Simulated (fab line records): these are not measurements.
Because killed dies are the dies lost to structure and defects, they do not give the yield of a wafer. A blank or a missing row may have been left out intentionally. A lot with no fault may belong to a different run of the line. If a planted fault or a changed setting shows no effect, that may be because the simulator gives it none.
Split-lot trial :: flow berkeleyCmos170 :: 23 wafers read across 5 lots, on a route 331 steps long

== ABOUT THE SPLIT ==
At UCB170_ACTIVE_PEB_11, the setting pebTempC was moved away from the recipe's 130 C on 7 of the 23 wafers read, by -0.9% to +2.3%. The other wafers ran this setting at the recipe's value.

== FROM THE SPLIT TO THE READING: what the file shows between them, 4 steps ==
- UCB170_ACTIVE_DEVELOP_12: develop time 45 s
- UCB170_ACTIVE_CD_MEAS_13: target cd 1200 nm
- UCB170_ACTIVE_ETCH_15: etches Si3N4 in CH3F/Ar/O2, stops on SiO2, target depth 242 nm, time 151 s
- UCB170_ACTIVE_STRIP_16: strips in O2

== THE READING ==
cdNm, in nm, at UCB170_ACTIVE_CD_MEAS_90 (target cd 1200 nm). Typical for fault-free wafers on this fab line: 1200.0 nm, with standard deviation 1.9 nm.

wafer: L076.1
tool, chamber at the split: lithoTrack-03, 0
pebTempC as run, C: 128.8
against the recipe: -0.9%
cdNm, nm: 1208.0
against lot-mates on the recipe: +8.9

wafer: L076.2
tool, chamber at the split: lithoTrack-03, 0
pebTempC as run, C: 130
against the recipe: recipe
cdNm, nm: 1199.7
against lot-mates on the recipe: -

wafer: L076.4
tool, chamber at the split: lithoTrack-03, 0
pebTempC as run, C: 130
against the recipe: recipe
cdNm, nm: 1198.4
against lot-mates on the recipe: -

wafer: L076.5
tool, chamber at the split: lithoTrack-03, 0
pebTempC as run, C: 128.8
against the recipe: -0.9%
cdNm, nm: 1207.9
against lot-mates on the recipe: +8.8

wafer: L076.6
tool, chamber at the split: lithoTrack-03, 0
pebTempC as run, C: 128.8
against the recipe: -0.9%
cdNm, nm: 1207.4
against lot-mates on the recipe: +8.3

wafer: L078.2
tool, chamber at the split: lithoTrack-02, 0
pebTempC as run, C: 130
against the recipe: recipe
cdNm, nm: 1201.0
against lot-mates on the recipe: -

wafer: L078.3
tool, chamber at the split: lithoTrack-02, 0
pebTempC as run, C: 130
against the recipe: recipe
cdNm, nm: 1200.2
against lot-mates on the recipe: -

wafer: L078.6
tool, chamber at the split: lithoTrack-02, 0
pebTempC as run, C: 130
against the recipe: recipe
cdNm, nm: 1201.2
against lot-mates on the recipe: -

wafer: L082.1
tool, chamber at the split: lithoTrack-02, 0
pebTempC as run, C: 130
against the recipe: recipe
cdNm, nm: 1199.8
against lot-mates on the recipe: -

wafer: L082.2
tool, chamber at the split: lithoTrack-02, 0
pebTempC as run, C: 130
against the recipe: recipe
cdNm, nm: 1199.6
against lot-mates on the recipe: -

wafer: L082.3
tool, chamber at the split: lithoTrack-02, 0
pebTempC as run, C: 130
against the recipe: recipe
cdNm, nm: 1198.4
against lot-mates on the recipe: -

wafer: L082.4
tool, chamber at the split: lithoTrack-02, 0
pebTempC as run, C: 133
against the recipe: +2.3%
cdNm, nm: 1182.2
against lot-mates on the recipe: -17.1

wafer: L082.6
tool, chamber at the split: lithoTrack-02, 0
pebTempC as run, C: 133
against the recipe: +2.3%
cdNm, nm: 1183.1
against lot-mates on the recipe: -16.2

wafer: L081.1
tool, chamber at the split: lithoTrack-03, 0
pebTempC as run, C: 130
against the recipe: recipe
cdNm, nm: 1201.0
against lot-mates on the recipe: -

wafer: L081.2
tool, chamber at the split: lithoTrack-03, 0
pebTempC as run, C: 130
against the recipe: recipe
cdNm, nm: 1201.4
against lot-mates on the recipe: -

wafer: L081.3
tool, chamber at the split: lithoTrack-03, 0
pebTempC as run, C: 130
against the recipe: recipe
cdNm, nm: 1202.6
against lot-mates on the recipe: -

wafer: L081.5
tool, chamber at the split: lithoTrack-03, 0
pebTempC as run, C: 130
against the recipe: recipe
cdNm, nm: 1201.8
against lot-mates on the recipe: -

wafer: L081.6
tool, chamber at the split: lithoTrack-03, 0
pebTempC as run, C: 130
against the recipe: recipe
cdNm, nm: 1201.4
against lot-mates on the recipe: -

wafer: L084.1
tool, chamber at the split: lithoTrack-03, 0
pebTempC as run, C: 130
against the recipe: recipe
cdNm, nm: 1200.9
against lot-mates on the recipe: -

wafer: L084.2
tool, chamber at the split: lithoTrack-03, 0
pebTempC as run, C: 130
against the recipe: recipe
cdNm, nm: 1200.1
against lot-mates on the recipe: -

wafer: L084.3
tool, chamber at the split: lithoTrack-03, 0
pebTempC as run, C: 132.2
against the recipe: +1.7%
cdNm, nm: 1186.7
against lot-mates on the recipe: -14.3

wafer: L084.4
tool, chamber at the split: lithoTrack-03, 0
pebTempC as run, C: 132.2
against the recipe: +1.7%
cdNm, nm: 1188.2
against lot-mates on the recipe: -12.8

wafer: L084.5
tool, chamber at the split: lithoTrack-03, 0
pebTempC as run, C: 130
against the recipe: recipe
cdNm, nm: 1202.0
against lot-mates on the recipe: -

THE FIT
A straight line over all 23 wafers: cdNm changes by -7.77 nm for each +1% of pebTempC; r = -0.99; the points scatter about the line by 1.1 nm.
The same after taking each lot's own level away (the mean of its wafers on the recipe; 23 wafers): -7.83 nm for each +1%; r = -0.99; scatter 0.89 nm.
The reading moves by 18 nm for the largest change in pebTempC, on that fit.
From 1199.05 to 1201.64 nm: that is the span of the lots' own levels, equal to 1.4 times the standard deviation above.
The two slopes are in agreement: the lot-to-lot level therefore moves the slope only a little.
Check: with one of the wafers moved furthest among these (+2.3%) left out of the fit, the line predicts -18.1 nm for it against its lot-mates. Against them it came out at -17.1 nm.

== THESE WAFERS: OTHER SPLITS ==
Note: prior to the reading, these wafers also went through further splits. Each is held against what the fit with the lots' levels taken away leaves over:
other split on the same wafers: UCB170_NWELL_ETCH_13 rfW
wafers away from the commonest value: 9
r with cdNm (lot level and that fit taken away): -0.24

other split on the same wafers: UCB170_PWELL_OXIDATION_02 oxTimeS
wafers away from the commonest value: 15
r with cdNm (lot level and that fit taken away): +0.39

other split on the same wafers: UCB170_PWELL_IMPLANT_15 energyKev
wafers away from the commonest value: 9
r with cdNm (lot level and that fit taken away): -0.29

== THE WHOLE CHAIN: every reading that the file lists as answering this split, in the file's order ==
step: UCB170_ACTIVE_CD_MEAS_13
what it does: target cd 1200 nm
reading: cdNm
change (the file's fit): -7.63 nm for each +1% of the setting
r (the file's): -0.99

step: UCB170_ACTIVE_ETCH_15
what it does: etches Si3N4 in CH3F/Ar/O2, stops on SiO2, target depth 242 nm, time 151 s
reading: ACTIVE.cdNm (the simulator's own value, which no gauge read)
change (the file's fit): -7.68 nm for each +1% of the setting
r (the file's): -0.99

step: UCB170_ACTIVE_CD_MEAS_90
what it does: target cd 1200 nm
reading: cdNm
change (the file's fit): -7.67 nm for each +1% of the setting
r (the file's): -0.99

== FILE'S OWN FIT ==
cdNm changes by -7.67 nm for each +1% of pebTempC, r = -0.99.
